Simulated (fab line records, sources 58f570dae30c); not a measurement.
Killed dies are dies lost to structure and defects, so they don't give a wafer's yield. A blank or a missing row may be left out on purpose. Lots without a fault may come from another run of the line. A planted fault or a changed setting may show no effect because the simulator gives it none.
Which tool did it? | flow berkeley_cmos170 | 13 lots, 39 wafers sampled, at 6 steps of a route of 331

WHAT THE GAUGES READ, wafer by wafer
UCB170_PWELL_THK_MEAS_06.
lot  | measured    | on            | PWELL_NITRIDE_THK (nm)
L727 | day 3 01:48 | film_metro-01 | 218.0 218.6 218.5
L728 | day 3 12:28 | film_metro-01 | 219.5 219.6 217.8
L729 | day 3 12:29 | film_metro-02 | 220.4 218.9 217.4
L730 | day 3 18:10 | film_metro-02 | 220.8 221.5 221.4
L737 | day 5 09:08 | film_metro-02 | 223.0 221.6 220.5
L739 | day 5 14:28 | film_metro-03 | 221.0 220.0 221.3
L738 | day 5 14:28 | film_metro-01 | 221.2 223.2 222.1
L740 | day 5 18:23 | film_metro-03 | 220.6 221.9 221.2
L741 | day 5 18:23 | film_metro-01 | 218.9 220.4 218.3
L743 | day 6 08:16 | film_metro-01 | 217.8 216.0 217.3
L746 | day 6 13:46 | film_metro-02 | 225.2 223.7 222.3
L744 | day 6 13:47 | film_metro-01 | 217.8 217.3 217.4
L748 | day 7 13:35 | film_metro-01 | 217.3 218.2 216.8

UCB170_ACTIVE_CD_MEAS_13: target cd 1200 nm.
lot  | measured    | on        | cd_nm (nm)
L727 | day 4 13:26 | cd_sem-02 | 1197.1 1198.0 1197.7
L728 | day 4 21:40 | cd_sem-01 | 1199.3 1201.0 1200.2
L729 | day 4 21:36 | cd_sem-02 | 1202.2 1201.2 1202.7
L730 | day 4 21:56 | cd_sem-01 | 1200.3 1200.6 1198.7
L737 | day 6 16:59 | cd_sem-01 | 1199.2 1198.9 1199.2
L739 | day 6 19:15 | cd_sem-01 | 1199.0 1199.9 1199.9
L738 | day 6 18:58 | cd_sem-01 | 1200.9 1200.2 1200.7
L740 | day 6 23:52 | cd_sem-01 | 1199.1 1199.1 1197.3
L741 | day 7 00:09 | cd_sem-01 | 1201.8 1199.4 1201.7
L743 | day 7 10:41 | cd_sem-02 | 1201.2 1201.7 1202.0
L746 | day 8 00:51 | cd_sem-01 | 1200.1 1199.4 1198.5
L744 | day 7 23:52 | cd_sem-02 | 1200.4 1199.3 1200.3
L748 | day 8 16:16 | cd_sem-01 | 1199.6 1199.6 1201.3

UCB170_PFIELD_TW_MEAS_09.
lot  | measured    | on            | PFIELD_TW
L727 | day 4 15:46 | film_metro-01 | 609 608 610
L728 | day 5 00:25 | film_metro-04 | 604 602 605
L729 | day 5 00:05 | film_metro-03 | 599 594 595
L730 | day 5 00:42 | film_metro-04 | 605 604 603
L737 | day 6 21:10 | film_metro-04 | 606 604 604
L739 | day 6 21:57 | film_metro-04 | 601 599 594
L738 | day 6 21:25 | film_metro-03 | 589 591 593
L740 | day 7 01:49 | film_metro-01 | 608 609 613
L741 | day 7 02:06 | film_metro-04 | 609 609 609
L743 | day 7 13:05 | film_metro-04 | 607 604 608
L746 | day 8 03:13 | film_metro-03 | 591 587 592
L744 | day 8 02:22 | film_metro-04 | 604 611 606
L748 | day 8 18:59 | film_metro-01 | 610 609 608

UCB170_PLDD_TW_MEAS_11.
lot  | measured     | on            | PLDD_TW
L727 | day 6 15:35  | film_metro-02 | 1003 999 999
L728 | day 6 15:53  | film_metro-03 | 988 986 992
L729 | day 6 15:53  | film_metro-02 | 998 998 997
L730 | day 6 15:20  | film_metro-03 | 992 985 993
L737 | day 9 05:05  | film_metro-03 | 1083 1085 1084 1082 1078 1081
L739 | day 9 05:11  | film_metro-04 | 1014 1014 1013
L738 | day 9 04:20  | film_metro-02 | 1088 1092 1087 1088 1087 1092
L740 | day 9 05:32  | film_metro-03 | 994 1000 993
L741 | day 9 04:52  | film_metro-04 | 1021 1020 1016
L743 | day 9 07:39  | film_metro-03 | 998 998 996
L746 | day 9 17:04  | film_metro-02 | 1011 1008 1009
L744 | day 9 17:59  | film_metro-03 | 996 993 995
L748 | day 10 21:49 | film_metro-04 | 1018 1018 1017

UCB170_SDANNEAL_RS_MEAS_04: measures by four-point-probe.
lot  | measured     | on            | PLDD_RS (ohm/sq)
L727 | day 7 03:35  | film_metro-04 | 1034.2 1032.7 1033.5
L728 | day 7 03:49  | film_metro-03 | 1031.0 1033.7 1035.9
L729 | day 7 03:40  | film_metro-02 | 1036.9 1035.1 1037.4
L730 | day 7 03:10  | film_metro-03 | 1033.4 1034.3 1037.5
L737 | day 9 19:52  | film_metro-02 | 841.4 842.3 839.4 840.4 841.4 840.8
L739 | day 9 20:29  | film_metro-04 | 1032.5 1032.1 1030.7
L738 | day 9 21:38  | film_metro-02 | 841.8 840.5 839.8 839.5 839.8 839.0
L740 | day 9 20:01  | film_metro-04 | 1030.7 1031.0 1030.0
L741 | day 9 20:02  | film_metro-03 | 1028.2 1029.4 1033.8
L743 | day 9 20:51  | film_metro-02 | 1030.5 1029.6 1033.1
L746 | day 10 08:34 | film_metro-03 | 1029.8 1032.0 1032.6
L744 | day 10 08:42 | film_metro-02 | 1032.0 1034.4 1034.2
L748 | day 11 10:56 | film_metro-02 | 1031.3 1030.5 1032.1

WHICH TOOL RAN EACH LOT (tool, then ch and the chambers of the sampled wafers, then the start)
lot  | UCB170_PLDD_IMPLANT_08
L727 | implanter-04 ch 0, day 6 15:11
L728 | implanter-03 ch 0, day 6 15:29
L729 | implanter-01 ch 0, day 6 15:31
L730 | implanter-01 ch 0, day 6 14:58
L737 | implanter-03 ch 0, day 9 04:43
L739 | implanter-04 ch 0, day 9 04:47
L738 | implanter-03 ch 0, day 9 03:56
L740 | implanter-01 ch 0, day 9 05:08
L741 | implanter-01 ch 0, day 9 04:28
L743 | implanter-04 ch 0, day 9 07:15
L746 | implanter-01 ch 0, day 9 16:22
L744 | implanter-04 ch 0, day 9 17:35
L748 | implanter-01 ch 0, day 10 21:25
- UCB170_PLDD_IMPLANT_08

WHAT THE TOOLS THEMSELVES READ (means of the sampled wafers that have a number; where no wafer has one, the mark that the record gives instead)
UCB170_PLDD_IMPLANT_08.
lot  | tool         | beam_on_s (s) | dose_ions_cm2 | faraday_current_uA
L727 | implanter-04 | 10.21         | 5e+13         | 155
L728 | implanter-03 | 9.80          | 5e+13         | 162
L729 | implanter-01 | 9.87          | 5e+13         | 161
L730 | implanter-01 | 10.02         | 5e+13         | 158
L737 | implanter-03 | 13.34         | 8e+13         | 190
L739 | implanter-04 | 9.96          | 5e+13         | 159
L738 | implanter-03 | 14.04         | 8e+13         | 181
L740 | implanter-01 | 9.97          | 5e+13         | 159
L741 | implanter-01 | 10.12         | 5e+13         | 157
L743 | implanter-04 | 10.05         | 5e+13         | 158
L746 | implanter-01 | 9.94          | 5e+13         | 160
L744 | implanter-04 | 9.91          | 5e+13         | 160
L748 | implanter-01 | 10.05         | 5e+13         | 158

THE ANSWER, worked out from the rows above alone
Rule: what is usual is taken from the lots themselves. Put in order of their means at a reading, lots are off if they are a third of the lots or fewer, leave a main group of 4 or more, and stand apart from it by a gap of 3 or more times the standard deviation of the main group's means; of several such gaps the widest counts. A main group whose means are all the same, to the digits that the tables above print for the reading, isn't used. A lot without any number at a reading at which 4 lots or more have one is off too. The other lots that the step has rows for count as sound. The gauges are gone through in route order, then the tools' own readings, and for those a lot's mean is taken as printed above. The first step at which some lot is off is used, and at that step the reading that is off furthest; a lot without a number counts as furthest.
Off: L737, L738, at UCB170_PLDD_TW_MEAS_11 (PLDD_TW). The main group: mean 1002, standard deviation 10.
A tool fits if, at a process step before that reading, it ran every lot that is off, and no sound lot after the first of them. The gauges at UCB170_PLDD_TW_MEAS_11 aren't tried: what is off there is off at UCB170_PLDD_IMPLANT_08 too, on other tools, and a gauge's error can't cause that. One fits: implanter-03 at UCB170_PLDD_IMPLANT_08. Its last sound lot is L728 (day 6 15:29), its first lot that is off L738 (day 9 03:56): a fault that began between those two fits.
The tool's own readings at UCB170_PLDD_IMPLANT_08 bear it out: on the lots that are off they differ by more than 5 times the standard deviation of the sound lots' means. beam_on_s reads 13.69 s there against 9.99 s on the sound lots; dose_ions_cm2 reads 8e+13 there against 5e+13 on the sound lots; faraday_current_uA reads 186 there against 159 on the sound lots.

WHAT THE SIMULATOR HAD PUT IN
Process parameter drift: implanter-03, from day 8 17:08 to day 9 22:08, at UCB170_PLDD_IMPLANT_08. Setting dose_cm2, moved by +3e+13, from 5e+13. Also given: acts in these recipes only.
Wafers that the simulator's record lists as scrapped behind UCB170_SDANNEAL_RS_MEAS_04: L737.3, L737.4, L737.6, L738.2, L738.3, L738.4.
Lots struck among those shown: L737, L738. The rule above found the same.
